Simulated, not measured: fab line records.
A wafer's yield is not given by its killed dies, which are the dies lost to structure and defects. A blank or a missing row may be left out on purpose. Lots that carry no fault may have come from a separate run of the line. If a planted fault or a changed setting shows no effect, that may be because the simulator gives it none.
Code-filled problem report in 8D (eight disciplines) form | flow ritCmos | the parts of the form that need people (team, actions taken, sign-off) are left out

1. THE ISSUE
chamberPressureMTorr at RIT_M1_METAL_ETCH_12 reads a mean of 79.96 mTorr on 3 wafers of 2 lots; wafers without a fault read 100.00 mTorr with a standard deviation of 0.092. So: -99 or more standard deviations from the usual mean.
The step: etches Al in Cl2/BCl3, stops on SiO2, time 165 s, target depth 600 nm.
Seen first at day 5 15:35 on rieMetal-02, wafer L389.3. The record has a number at this step for 18 wafers belonging to 6 lots. The rule behind "out" and "out of limits": a value lying over 4 standard deviations away from the usual mean. All remaining wafers that have a number are taken as sound.

2. WHAT IT IS AND WHAT IT IS NOT
question                    | is                     | is not
which readings at this step | chamberPressureMTorr   | bcl3FlowSccm, drypumpMotorCurrentA, oesProductAu, rfFwdPowerW, throttleValvePct
which lots                  | L389, L391             | L381, L385, L397, L401
which wafers of those lots  | L389.3, L389.5, L391.2 | L389.1, L391.1, L391.6
read on which tools         | rieMetal-02            | rieMetal-01, rieMetal-03
when                        | from day 5 15:35       | up to then (7 sound wafers); but 8 sound wafers of L391, L397, L401 came after

3. WHAT RULES OUT EACH SUSPECT
Counting: any tool at a process step up to the reading remains a suspect provided it ran every lot that is out. Sound lots after the first of them don't rule it out here, since some wafers of a struck lot are sound.
- rieMetal-02 at RIT_M1_METAL_ETCH_12 (etches Al in Cl2/BCl3, stops on SiO2, time 165 s, target depth 600 nm): kept. It processed each lot that is out (first: L389, day 5 15:35); up to then, its last sound lot is L381 (day 3 17:14). Its own chamberPressureMTorr readings are out on those wafers.
- Within rieMetal-02 at RIT_M1_METAL_ETCH_12, the wafers that are out were processed in chamber 1 and their sound lot-mates in chamber 0.
After counting, what remains is rieMetal-02 at RIT_M1_METAL_ETCH_12.

4. THE CAUSE (what the simulator had put in)
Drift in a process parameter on rieMetal-02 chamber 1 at RIT_M1_METAL_ETCH_12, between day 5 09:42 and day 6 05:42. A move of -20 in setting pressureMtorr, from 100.
After counting, this tool was the only one left.

5. SEQUENCE OF EFFECTS, ordered by route
Each row: a reading whose mean over the struck wafers that have a number lies more than 3 standard deviations from the usual. Only readings for which the record gives a usual standard deviation are gone through. hours: the time from each lot's start at the first step in this table that gives one to its start at this step, as a median over the lots. sigmas: the change in usual standard deviations.
hours | step                 | reading              | usual        | on struck wafers | change | sigmas
0     | RIT_M1_METAL_ETCH_12 | chamberPressureMTorr | 100.00 mTorr | 79.96            | -20.04 | -99 or more
Process steps it contains:
- RIT_M1_METAL_ETCH_12: etches Al in Cl2/BCl3, stops on SiO2, time 165 s, target depth 600 nm.

6. HOW IT WOULD HAVE BEEN CAUGHT EARLIER
First out-of-limits reading in this record: day 5 15:35, which is 6 hours after fault onset at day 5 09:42.
